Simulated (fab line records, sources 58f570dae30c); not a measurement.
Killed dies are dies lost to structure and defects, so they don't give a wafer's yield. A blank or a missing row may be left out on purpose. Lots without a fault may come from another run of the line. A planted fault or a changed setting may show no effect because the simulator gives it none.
Chamber matching | flow berkeley_cmos170 | UCB170_M2_ETCH_17 on rie_diel-02: 4 sister chambers
The step etches BARC in N2/H2. 14 wafers are shown with their chamber, then 7 later ones without.

WAFERS WITH THEIR CHAMBER
wafer  | chamber | drypump_motor_current_A (A) | throttle_valve_pct (%) | h2_flow_sccm (sccm)
L835.2 | 2       | 5.62                        | 13.21                  | 200.0
L835.4 | 0       | 5.64                        | 13.19                  | 199.8
L835.5 | 1       | 5.88                        | 13.06                  | 199.5
L836.1 | 1       | 5.89                        | 13.05                  | 199.5
L836.2 | 3       | 5.89                        | 13.15                  | 200.7
L836.6 | 3       | 5.91                        | 13.19                  | 199.9
L837.1 | 2       | 5.65                        | 13.21                  | 200.5
L837.3 | 1       | 5.88                        | 13.04                  | 199.7
L837.4 | 3       | 5.86                        | 13.19                  | 199.2
L843.2 | 1       | 5.89                        | 13.04                  | 199.5
L843.4 | 1       | 5.88                        | 13.04                  | 199.0
L843.6 | 2       | 5.64                        | 13.21                  | 200.1
L848.1 | 1       | 5.88                        | 13.03                  | 199.4
L848.2 | 0       | 5.65                        | 13.23                  | 199.9

SIGNATURES (means of the wafers above)
reading                 | chamber 0 | chamber 1 | chamber 2 | chamber 3 | scatter within a chamber
drypump_motor_current_A | 5.6450    | 5.8833    | 5.6367    | 5.8867    | 0.0138
throttle_valve_pct      | 13.2100   | 13.0433   | 13.2100   | 13.1767   | 0.0155
h2_flow_sccm            | 199.850   | 199.433   | 200.200   | 199.933   | 0.393
Rule: a wafer's distance from a chamber is the root of the sum, over the readings, of the square of ((its reading less the chamber's mean) divided by the reading's scatter). The wafer belongs to the nearest chamber; if the next one is less than 2 further off, it can't be placed. The scatter: the root of (the sum of the squares of (reading less its chamber's mean) over the shown wafers, divided by (wafers less chambers)).

WAFERS WITHOUT THEIR CHAMBER
wafer  | drypump_motor_current_A (A) | throttle_valve_pct (%) | h2_flow_sccm (sccm)
L848.6 | 5.66                        | 13.21                  | 200.4
L852.1 | 5.65                        | 13.23                  | 199.6
L852.4 | 5.64                        | 13.21                  | 201.1
L852.5 | 5.65                        | 13.24                  | 200.6
L855.1 | 5.96                        | 13.28                  | 199.4
L855.3 | 5.89                        | 13.05                  | 200.3
L855.6 | 5.67                        | 13.21                  | 200.4

WHICH CHAMBER EACH WENT THROUGH
wafer  | from the rows above     | in truth
L848.6 | can't be placed: 2 or 0 | 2
L852.1 | can't be placed: 0 or 2 | 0
L852.4 | can't be placed: 2 or 0 | 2
L852.5 | can't be placed: 2 or 0 | 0
L855.1 | 3                       | 3
L855.3 | 1                       | 1
L855.6 | can't be placed: 0 or 2 | 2
Placed correctly: 2 of 7. Can't be placed from these rows: 5 (the true chamber is among the candidates in 5). Placed wrongly: 0.
